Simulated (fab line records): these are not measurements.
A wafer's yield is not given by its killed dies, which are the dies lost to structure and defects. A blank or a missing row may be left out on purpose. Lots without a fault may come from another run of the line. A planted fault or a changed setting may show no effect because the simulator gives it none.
Comparing a struck lot with a sound one    flow ritCmos    23 out of 202 route steps
Sound: wafers L333.1, L333.5, L333.6. Struck: wafers L351.2, L351.3, L351.4. At the end, the cause is stated.
Each step with rows lists, per side, the tool, then ch with its chambers, then its first start. Under that, the readings that differ: sound wafers    struck wafers    difference of the means    sigmas: that difference in standard deviations of wafers without a fault.
alike: a reading whose means differ by less than 2 such deviations, as well as words and numbers matching on both sides. not compared: withheld readings; readings where some wafer has no value; bounds like >300 that might hide an equal value; numbers whose values overlap and for which the record gives no deviation.
Wherever a step has rows on one side only, a row that says differs or no value, or a row with sigmas, the two part there. When numbers do not overlap yet have no deviation, they are printed without sigmas and do not part them. A reading that every wafer of one side lacks parts them only if that side has two wafers or more.

RIT_SDANNEAL_RS_MEAS_06: the measuring method here is four-point-probe.
  sound on filmMetro-01 at day 3 11:39; struck on filmMetro-01 at day 7 02:19
reading           sound              struck             difference  sigmas
PLDD_RS (ohm/sq)  177.5 177.8 177.7  178.7 179.3 178.8  +1.3        +3
RIT_SDANNEAL_RS_MEAS_07: the measuring method here is four-point-probe.
  sound on filmMetro-01 at day 3 11:46; struck on filmMetro-01 at day 7 02:26
  alike: NLDD_RS
then, 1 step without rows for these wafers: RIT_SILICIDE_WET_ETCH_00 (etches SiO2 in BOE, target depth 14 nm, time 15 s).
RIT_SILICIDE_SPUTTER_01: material Ti, target thk 30 nm, time 231.4 s.
  sound on pvdSputter-04 at day 3 11:55; struck on pvdSputter-02 at day 7 02:34
  alike: throttleValvePct
RIT_SILICIDE_RS_MEAS_02: the measuring method here is four-point-probe.
  sound on filmMetro-02 at day 3 12:04; struck on filmMetro-02 at day 7 02:44
  alike: SILICIDE_TI_RS
RIT_SILICIDE_THK_MEAS_03: measures by xrf.
  sound on filmMetro-02 at day 3 12:11; struck on filmMetro-02 at day 7 02:50
  alike: SILICIDE_TI_THK
RIT_SILICIDE_RTA_04: time 10 s, ramp up 5 s, ramp down 5 s.
  sound on rtpAnneal-01 ch 0, day 3 12:14; struck on rtpAnneal-01 ch 0, day 7 02:54
  alike: wafer_temp_C_max
then, 1 step without rows for these wafers: RIT_SILICIDE_WET_ETCH_05 (etches Ti in SPM, time 120 s).
RIT_SILICIDE_RTA_06: time 10 s, ramp up 5 s, ramp down 10 s.
  sound on rtpAnneal-02 ch 0, day 3 12:20; struck on rtpAnneal-02 ch 0, day 7 03:01
  alike: wafer_temp_C_max
RIT_CONTACT_CVD_00: deposits SiO2 from TEOS, target thk 400 nm, time 61 s.
  sound on pecvd-04 ch 0,1,2, day 3 12:25; struck on pecvd-04 ch 0,2, day 7 03:04
  alike: heaterPowerW
RIT_CONTACT_THK_MEAS_01:
  sound on filmMetro-03 at day 3 12:29; struck on filmMetro-04 at day 7 03:07
  alike: CONTACT_TEOS_THK
then, 1 step without rows for these wafers: RIT_CONTACT_HMDS_02 (prime time 60 s).
RIT_CONTACT_COAT_03: resist thk 1000 nm.
  sound on lithoTrack-04 ch 0, day 3 12:42; struck on lithoTrack-01 ch 0, day 7 03:21
reading                                      sound            struck         difference  sigmas
model.NOVOLAK_of_CONTACT_COAT_03.thkNm (nm)  992.1 996 990.9  957.8 956 959  -35.4       
then, 4 steps without rows for these wafers: RIT_CONTACT_SOFTBAKE_04 (time 60 s); RIT_CONTACT_EXPOSE_05 (exposes mask M11, target cd 1000 nm); RIT_CONTACT_PEB_06; RIT_CONTACT_DEVELOP_07 (develop time 120 s).
RIT_CONTACT_CD_MEAS_08: the cd target is 1000 nm.
  sound on cdSem-02 at day 3 13:38; struck on cdSem-01 at day 7 04:10
  alike: cdNm
RIT_CONTACT_OVL_MEAS_09:
  sound on overlay-01 at day 3 13:46; struck on overlay-02 at day 7 04:16
  alike: CONTACT_OVL
then, 1 step without rows for these wafers: RIT_CONTACT_HARDBAKE_10 (time 60 s).
RIT_CONTACT_ETCH_11: etches SiO2 in CHF3/CF4/Ar, stops on TiSi2, target depth 480 nm, time 320 s.
  sound on rieDiel-02 ch 0,1,3, day 3 13:57; struck on rieDiel-02 ch 1,2,3, day 7 04:27
reading                                      sound            struck             difference  sigmas
model.NOVOLAK_of_CONTACT_COAT_03.thkNm (nm)  764.2 767.1 759  730.2 730.1 734.9  -31.7       
  alike: O2_flow_sccm, cf4FlowSccm, drypumpMotorCurrentA, oesProductAu, throttleValvePct
  not compared: rfHoursCounterH
RIT_CONTACT_STRIP_12: strips in O2, time 180 s.
  sound on plasmaAsher-01 ch 0,1, day 3 14:08; struck on plasmaAsher-01 ch 0,1, day 7 04:38
  alike: drypumpMotorCurrentA
  not compared: rfHoursCounterH
RIT_M1_PROBE_99:
  sound on prober-02 at day 3 18:59; struck on prober-01 at day 7 09:43
reading             sound  struck  difference  sigmas
killed_at_M0_to_M3  0 1 0  0 0 0   +0          -4
  alike: killedAtContacts, killedAtFrontEnd, killedDies, killedOpen, killedShort

== WHERE THEY PART ==
At RIT_SDANNEAL_RS_MEAS_06 first; at RIT_M1_PROBE_99 last (within this record only).

WHY: whatever the simulator had introduced
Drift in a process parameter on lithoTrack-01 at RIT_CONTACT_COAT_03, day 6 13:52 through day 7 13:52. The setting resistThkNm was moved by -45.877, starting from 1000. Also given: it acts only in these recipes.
